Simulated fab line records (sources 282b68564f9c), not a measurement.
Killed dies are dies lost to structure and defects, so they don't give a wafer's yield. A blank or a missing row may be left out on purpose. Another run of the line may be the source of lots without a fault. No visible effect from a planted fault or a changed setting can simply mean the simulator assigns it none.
Split-lot experiment + flow rit cmos + route with 202 steps; 5 lots, 23 wafers read

## ON THE SPLIT
At RIT_ACTIVE_OXIDATION_01 (target thk 46.8 nm, ox time 3360 s), the setting temp c was moved away from the recipe's 1000 C on 20 of the 23 wafers read, by -2.9% to +2.8%. This setting was run at the recipe's value on the other wafers.

The file shows no step between the split and the reading.

## THE READING
Values of ACTIVE_OXIDE_THK in nm from RIT_ACTIVE_THK_MEAS_02. A value of 46.0 nm with a standard deviation of 1.1 nm is what fault-free wafers of this fab line usually give.

| wafer  | tool, chamber at the split | temp c as run, C | against the recipe | ACTIVE_OXIDE_THK, nm | against lot-mates on the recipe |
|--------|----------------------------|------------------|--------------------|----------------------|---------------------------------|
| L075.1 | furnace-01, 0              | 1000             | recipe             | 46.1                 | -                               |
| L075.3 | furnace-01, 0              | 1000             | recipe             | 45.8                 | -                               |
| L075.5 | furnace-01, 0              | 1000             | recipe             | 45.8                 | -                               |
| L076.2 | -, -                       | 1013             | +1.3%              | 53.7                 | no lot-mate on the recipe       |
| L076.3 | -, -                       | 1013             | +1.3%              | 53.7                 | no lot-mate on the recipe       |
| L076.4 | -, -                       | 1013             | +1.3%              | 52.6                 | no lot-mate on the recipe       |
| L076.5 | -, -                       | 1013             | +1.3%              | 53.7                 | no lot-mate on the recipe       |
| L076.6 | -, -                       | 1013             | +1.3%              | 53.1                 | no lot-mate on the recipe       |
| L077.1 | -, -                       | 1025             | +2.5%              | 58.0                 | no lot-mate on the recipe       |
| L077.3 | -, -                       | 1025             | +2.5%              | 58.1                 | no lot-mate on the recipe       |
| L077.4 | -, -                       | 1025             | +2.5%              | 58.2                 | no lot-mate on the recipe       |
| L077.5 | -, -                       | 1025             | +2.5%              | 58.3                 | no lot-mate on the recipe       |
| L077.6 | -, -                       | 1025             | +2.5%              | 57.4                 | no lot-mate on the recipe       |
| L082.1 | -, -                       | 971.2            | -2.9%              | 35.0                 | no lot-mate on the recipe       |
| L082.2 | -, -                       | 971.2            | -2.9%              | 35.1                 | no lot-mate on the recipe       |
| L082.4 | -, -                       | 971.2            | -2.9%              | 35.1                 | no lot-mate on the recipe       |
| L082.5 | -, -                       | 971.2            | -2.9%              | 36.1                 | no lot-mate on the recipe       |
| L082.6 | -, -                       | 971.2            | -2.9%              | 34.9                 | no lot-mate on the recipe       |
| L083.1 | -, -                       | 1028             | +2.8%              | 58.9                 | no lot-mate on the recipe       |
| L083.2 | -, -                       | 1028             | +2.8%              | 59.1                 | no lot-mate on the recipe       |
| L083.3 | -, -                       | 1028             | +2.8%              | 59.5                 | no lot-mate on the recipe       |
| L083.5 | -, -                       | 1028             | +2.8%              | 59.4                 | no lot-mate on the recipe       |
| L083.6 | -, -                       | 1028             | +2.8%              | 59.1                 | no lot-mate on the recipe       |

THE FIT
A straight line over all 23 wafers: ACTIVE_OXIDE_THK changes by +4.27 nm for each +1% of temp c; r = +1.00; the points scatter about the line by 0.7 nm.
Too few moved wafers with a lot-mate on the recipe to fit a line net of each lot's own level.

## THE WHOLE CHAIN: every reading that the file lists as answering this split, in the file's order
| step                    | what it does                                                        | reading                                                                             | change (the file's fit)              | r (the file's) |
|-------------------------|---------------------------------------------------------------------|-------------------------------------------------------------------------------------|--------------------------------------|----------------|
| RIT_ACTIVE_OXIDATION_01 | target thk 46.8 nm, ox time 3360 s                                  | SiO2_of_ACTIVE_OXIDATION_01.thk nm (the simulator's own value, which no gauge read) | +4.27 nm for each +1% of the setting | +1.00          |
| RIT_ACTIVE_THK_MEAS_02  |                                                                     | ACTIVE_OXIDE_THK                                                                    | +4.27 for each +1% of the setting    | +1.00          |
| RIT_ACTIVE_ETCH_13      | etches Si3N4 in SF6, stops on SiO2, time 210 s, target depth 210 nm | SiO2_of_ACTIVE_OXIDATION_01.thk nm (the simulator's own value, which no gauge read) | +3.93 nm for each +1% of the setting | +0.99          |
| RIT_FOX2_WET_ETCH_03    | etches Si3N4 in H3PO4, target depth 195 nm, time 2700 s             | SiO2_of_ACTIVE_OXIDATION_01.thk nm (the simulator's own value, which no gauge read) | +3.51 nm for each +1% of the setting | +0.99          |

## FILE'S OWN FIT
ACTIVE_OXIDE_THK changes by +4.27 nm for each +1% of temp c, r = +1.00.
